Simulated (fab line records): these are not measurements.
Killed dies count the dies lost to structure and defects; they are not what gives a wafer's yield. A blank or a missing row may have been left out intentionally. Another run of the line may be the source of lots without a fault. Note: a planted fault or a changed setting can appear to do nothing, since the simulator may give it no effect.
Which of the tools did it?    flow berkeley cmos170    at 1 step of a route of 331, 7 lots with 21 wafers sampled

## WHAT THE GAUGES SHOWED, per wafer
UCB170_NVT_TW_MEAS_09.
lot   measured      on             NVT_TW
L804  day 6 12:26   film metro-03  531.7 534.1 531.2
L806  day 7 01:44   film metro-03  527.0 530.9 531.4
L811  day 7 05:55   film metro-03  535.5 533.2 530.5
L813  day 7 17:37   film metro-01  527.7 526.1 523.3
L819  day 8 17:41   film metro-03  531.9 535.0 534.6
L822  day 9 16:16   film metro-01  529.4 530.9 530.4
L824  day 10 00:56  film metro-04  528.1 530.2 528.9

## TOOL THAT RAN EACH LOT (tool first, then ch and the chambers of the sampled wafers, then the start)
The record holds no process step before these readings.

## THE ANSWER, worked out from the rows above alone
Rule: usual is defined by the lots themselves. Put in order of their means at a reading, lots are off if they are a third of the lots or fewer, leave a main group of 4 or more, and stand apart from it by a gap of 3 or more times the standard deviation of the main group's means; of several such gaps the widest counts. A main group whose means are all the same, to the digits that the tables above print for the reading, isn't used. A lot without any number at a reading at which 4 lots or more have one is off too. Where the step has rows for the other lots, those lots are counted as sound.
Nothing can be told from this: no lot is off at any reading shown.

## WHAT THE SIMULATOR HAD INSERTED
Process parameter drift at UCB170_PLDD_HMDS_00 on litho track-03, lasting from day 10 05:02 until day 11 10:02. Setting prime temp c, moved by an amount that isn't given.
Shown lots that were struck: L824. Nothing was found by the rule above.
